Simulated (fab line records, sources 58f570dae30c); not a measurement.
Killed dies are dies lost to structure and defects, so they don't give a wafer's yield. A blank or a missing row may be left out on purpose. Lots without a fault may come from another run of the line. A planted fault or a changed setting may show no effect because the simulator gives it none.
One fault seen from 2 desks | flow berkeley_cmos170 | each desk has only its own numbers; what lay behind them comes last

THE TOOL OWNER'S DESK: lpcvd-01
The tool's own readings at UCB170_CONTACT_CVD_01 (deposits PSG from SiH4/O2/PH3, target thk 700 nm, time 2820 s): means of the sampled wafers that have a number, for each lot that ran on this tool. A lot is out of limits, marked OUT, if its mean lies more than 4 standard deviations from the usual mean; the brackets give that distance.
Columns: A = o2_flow_sccm at UCB170_CONTACT_CVD_01, usual 89.95 sccm; B = pressure_mtorr at UCB170_CONTACT_CVD_01, usual 300.0 mTorr; C = sih4_flow_sccm at UCB170_CONTACT_CVD_01, usual 60.00 sccm
lot  | first seen here | A     | B     | C
L273 | day 7 08:19     | 89.65 | 300.5 | 60.00
L278 | day 8 15:35     | 90.15 | 300.1 | 60.10
L280 | day 9 06:09     | 90.30 | 300.1 | 60.02
L281 | day 9 06:09     | 90.10 | 302.0 | 59.90
L284 | day 9 21:48     | 90.03 | 299.1 | 60.03
L286 | day 10 06:22    | 90.01 | 299.6 | 60.12
This desk's finding: nothing out of limits on any of the 6 lots.

THE METROLOGY DESK
What the gauges read, lot by lot, whatever tool the lot ran on: means of the sampled wafers that have a number. A lot is out of limits, marked OUT, if its mean lies more than 4 standard deviations from the usual mean; the brackets give that distance.
Columns: A = PSD_TW at UCB170_PSD_TW_MEAS_10, usual 2335; B = CONTACT_PSG_THK at UCB170_CONTACT_THK_MEAS_02, usual 703 nm; C = cd_nm at UCB170_CONTACT_CD_MEAS_15, usual 699.8 nm
lot  | first seen here | A    | B             | C
L273 | day 7 03:30     | 2333 | 703           | 699.8
L276 | day 7 17:56     | 2334 | 710           | 701.6
L274 | day 7 18:09     | 2291 | 689           | 700.1
L279 | day 8 05:10     | 2385 | 695           | 700.9
L278 | day 8 05:49     | 2297 | 699           | 701.2
L280 | day 9 00:37     | 2350 | 709           | 698.4
L281 | day 9 01:11     | 2363 | 699           | 698.6
L284 | day 9 14:01     | 2295 | 874 (+23) OUT | 699.2
L286 | day 9 23:05     | 2360 | 887 (+25) OUT | 700.4
L289 | day 9 23:08     | 2290 | 698           | 700.6
L287 | day 9 23:25     | 2366 | 699           | 699.4
L290 | day 9 23:50     | 2343 | 704           | 701.0
L288 | day 10 00:05    | 2302 | 696           | 701.4
L294 | day 11 08:15    | 2349 | 704           | 698.1
This desk's finding: out of limits on L284, L286; first on L284, day 9 23:35 (CONTACT_PSG_THK at UCB170_CONTACT_THK_MEAS_02). In limits: L273, L276, L274, L279, L278, L280, L281, L289, L287, L290, L288, L294.

PUT TOGETHER
The metrology desk could have raised an alarm at day 9 23:35, on L284, L286.
The tool owner's desk saw nothing out of limits.
The tool owner's desk has L284, L286 on record, within its limits.
Of the lots named, all ran UCB170_CONTACT_CVD_01 on lpcvd-01.

WHAT THE SIMULATOR HAD PUT IN
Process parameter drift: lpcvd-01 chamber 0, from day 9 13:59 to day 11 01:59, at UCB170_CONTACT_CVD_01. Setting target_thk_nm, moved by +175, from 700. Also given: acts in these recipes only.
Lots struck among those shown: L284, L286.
Hours from the fault's start to each desk's first reading out of limits: the metrology desk, 10.
